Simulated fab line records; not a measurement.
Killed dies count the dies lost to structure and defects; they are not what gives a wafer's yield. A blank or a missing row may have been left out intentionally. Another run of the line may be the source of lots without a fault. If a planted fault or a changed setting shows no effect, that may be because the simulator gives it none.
Tool commonality check :: flow berkeleyCmos170 :: 42 wafers sampled across 14 lots

== REASON IT WAS OPENED ==
On 2 of the 14 lots, a flag is raised at UCB170_NLDD_CD_MEAS_06 on the reading cdNm. No-fault wafers: 1199.9 nm, standard deviation 1.6.
Rule: a lot is flagged in two cases, either no wafer of it has a number, or all its wafers with numbers fall more than 4 standard deviations from that mean. The rest of the lots are taken to be sound.

lot: L139
measured: day 6 09:13
on: cdSem-02
cdNm (nm), wafer by wafer: 1198.1 1199.3 1198.7
flag: 

lot: L140
measured: day 6 10:14
on: cdSem-02
cdNm (nm), wafer by wafer: 1201.3 1201.3 1201.7
flag: 

lot: L141
measured: day 6 23:17
on: cdSem-02
cdNm (nm), wafer by wafer: 1197.1 1196.9 1196.7
flag: 

lot: L142
measured: day 6 23:37
on: cdSem-02
cdNm (nm), wafer by wafer: 1199.9 1200.1 1201.5
flag: 

lot: L144
measured: day 7 14:44
on: cdSem-01
cdNm (nm), wafer by wafer: 1185.7 1186.1 1186.2
flag: FLAGGED

lot: L145
measured: day 8 02:08
on: cdSem-01
cdNm (nm), wafer by wafer: 1191.4 1191.8 1192.7
flag: FLAGGED

lot: L146
measured: day 8 02:29
on: cdSem-01
cdNm (nm), wafer by wafer: 1200.3 1199.7 1200.8
flag: 

lot: L152
measured: day 9 04:35
on: cdSem-02
cdNm (nm), wafer by wafer: 1199.1 1199.5 1200.3
flag: 

lot: L155
measured: day 9 07:31
on: cdSem-01
cdNm (nm), wafer by wafer: 1197.7 1199.3 1198.9
flag: 

lot: L154
measured: day 9 07:48
on: cdSem-01
cdNm (nm), wafer by wafer: 1199.3 1200.2 1200.1
flag: 

lot: L153
measured: day 9 08:04
on: cdSem-01
cdNm (nm), wafer by wafer: 1201.5 1201.5 1201.2
flag: 

lot: L158
measured: day 10 05:50
on: cdSem-02
cdNm (nm), wafer by wafer: 1200.1 1200.0 1199.9
flag: 

lot: L159
measured: day 10 18:34
on: cdSem-01
cdNm (nm), wafer by wafer: 1201.6 1202.3 1203.1
flag: 

lot: L160
measured: day 10 18:43
on: cdSem-01
cdNm (nm), wafer by wafer: 1198.3 1198.4 1199.5
flag: 
The mean of the flagged lots' numbers is 1189.0 nm, -10.9 nm from the usual (-7 standard deviations).

== WHICH TOOL RAN EACH LOT ==
Before the reading, the record contains 2 process steps out of a 331-step route. Every cell lists first the tool, next ch and the chambers used by the sampled wafers, and last the start.
lot: L139
flag: 
UCB170_ACTIVE_ETCH_15: rieDiel-01 ch 1,2,3, day 4 10:44
UCB170_NLDD_DEVELOP_05: lithoTrack-02 ch 0, day 6 09:00

lot: L140
flag: 
UCB170_ACTIVE_ETCH_15: rieDiel-04 ch 0,1,2, day 4 10:58
UCB170_NLDD_DEVELOP_05: lithoTrack-02 ch 0, day 6 10:00

lot: L141
flag: 
UCB170_ACTIVE_ETCH_15: rieDiel-04 ch 0,2,3, day 5 00:07
UCB170_NLDD_DEVELOP_05: lithoTrack-03 ch 0, day 6 23:00

lot: L142
flag: 
UCB170_ACTIVE_ETCH_15: rieDiel-03 ch 0,3, day 4 23:53
UCB170_NLDD_DEVELOP_05: lithoTrack-02 ch 0, day 6 23:00

lot: L144
flag: FLAGGED
UCB170_ACTIVE_ETCH_15: rieDiel-01 ch 1,3, day 5 15:49
UCB170_NLDD_DEVELOP_05: lithoTrack-02 ch 0, day 7 14:00

lot: L145
flag: FLAGGED
UCB170_ACTIVE_ETCH_15: rieDiel-04 ch 0,1,2, day 5 22:04
UCB170_NLDD_DEVELOP_05: lithoTrack-02 ch 0, day 8 02:00

lot: L146
flag: 
UCB170_ACTIVE_ETCH_15: rieDiel-01 ch 0,1, day 5 21:48
UCB170_NLDD_DEVELOP_05: lithoTrack-03 ch 0, day 8 02:00

lot: L152
flag: 
UCB170_ACTIVE_ETCH_15: rieDiel-03 ch 1,2, day 7 02:46
UCB170_NLDD_DEVELOP_05: lithoTrack-04 ch 0, day 9 04:00

lot: L155
flag: 
UCB170_ACTIVE_ETCH_15: rieDiel-03 ch 0,2,3, day 7 07:01
UCB170_NLDD_DEVELOP_05: lithoTrack-03 ch 0, day 9 07:00

lot: L154
flag: 
UCB170_ACTIVE_ETCH_15: rieDiel-04 ch 0,3, day 7 07:26
UCB170_NLDD_DEVELOP_05: lithoTrack-03 ch 0, day 9 07:00

lot: L153
flag: 
UCB170_ACTIVE_ETCH_15: rieDiel-01 ch 0,2, day 7 06:47
UCB170_NLDD_DEVELOP_05: lithoTrack-03 ch 0, day 9 07:00

lot: L158
flag: 
UCB170_ACTIVE_ETCH_15: rieDiel-01 ch 0,2, day 8 06:20
UCB170_NLDD_DEVELOP_05: lithoTrack-04 ch 0, day 10 05:00

lot: L159
flag: 
UCB170_ACTIVE_ETCH_15: rieDiel-03 ch 2,3, day 8 12:27
UCB170_NLDD_DEVELOP_05: lithoTrack-03 ch 0, day 10 18:00

lot: L160
flag: 
UCB170_ACTIVE_ETCH_15: rieDiel-01 ch 0,2, day 8 12:29
UCB170_NLDD_DEVELOP_05: lithoTrack-04 ch 0, day 10 18:00
These steps, and what they do:
- UCB170_ACTIVE_ETCH_15: etches Si3N4 in CH3F/Ar/O2, stops on SiO2, target depth 242 nm, time 151 s.
- UCB170_NLDD_DEVELOP_05: develop time 45 s.
- UCB170_NLDD_CD_MEAS_06: target cd 1200 nm.

== FLAGGED OVER TOTAL, TOOL BY TOOL (the gauges that took the reading come last) ==
step: UCB170_ACTIVE_ETCH_15
tool: rieDiel-01
lots run: 6
flagged: 1
share of the flagged lots: some
sound lots run after its first flagged lot: 4 (L146,L153,L158,L160)

step: UCB170_ACTIVE_ETCH_15
tool: rieDiel-03
lots run: 4
flagged: 0
share of the flagged lots: none
sound lots run after its first flagged lot: -

step: UCB170_ACTIVE_ETCH_15
tool: rieDiel-04
lots run: 4
flagged: 1
share of the flagged lots: some
sound lots run after its first flagged lot: 1 (L154)

step: UCB170_NLDD_DEVELOP_05
tool: lithoTrack-02
lots run: 5
flagged: 2
share of the flagged lots: all
sound lots run after its first flagged lot: 0

step: UCB170_NLDD_DEVELOP_05
tool: lithoTrack-03
lots run: 6
flagged: 0
share of the flagged lots: none
sound lots run after its first flagged lot: -

step: UCB170_NLDD_DEVELOP_05
tool: lithoTrack-04
lots run: 3
flagged: 0
share of the flagged lots: none
sound lots run after its first flagged lot: -

step: UCB170_NLDD_CD_MEAS_06
tool: cdSem-01
lots run: 8
flagged: 2
share of the flagged lots: all
sound lots run after its first flagged lot: 6 (L146,L155,L154,L153,L159,L160)

step: UCB170_NLDD_CD_MEAS_06
tool: cdSem-02
lots run: 6
flagged: 0
share of the flagged lots: none
sound lots run after its first flagged lot: -

== WHAT THE TABLE PERMITS ==
lithoTrack-02 at UCB170_NLDD_DEVELOP_05 and cdSem-01 at UCB170_NLDD_CD_MEAS_06 are the 2 rows of the table that ran each flagged lot.
- lithoTrack-02 at UCB170_NLDD_DEVELOP_05: 2 of its 5 lots flagged. Its last sound lot is L142 (day 6 23:00), its first flagged lot L144 (day 7 14:00): a fault that began between those two fits.
- cdSem-01 at UCB170_NLDD_CD_MEAS_06: 2 of its 8 lots flagged. After the first flagged lot (L146, L155, L154, L153, L159, L160), sound lots still ran on it; a lasting fault on the whole tool would not permit that.
One tool is left: lithoTrack-02 at UCB170_NLDD_DEVELOP_05.

== WHAT WAS PUT IN BY THE SIMULATOR ==
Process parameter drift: lithoTrack-02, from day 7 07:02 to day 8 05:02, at UCB170_NLDD_DEVELOP_05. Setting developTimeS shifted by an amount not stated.
Shown lots that were struck: L144, L145. The rule above found the same.
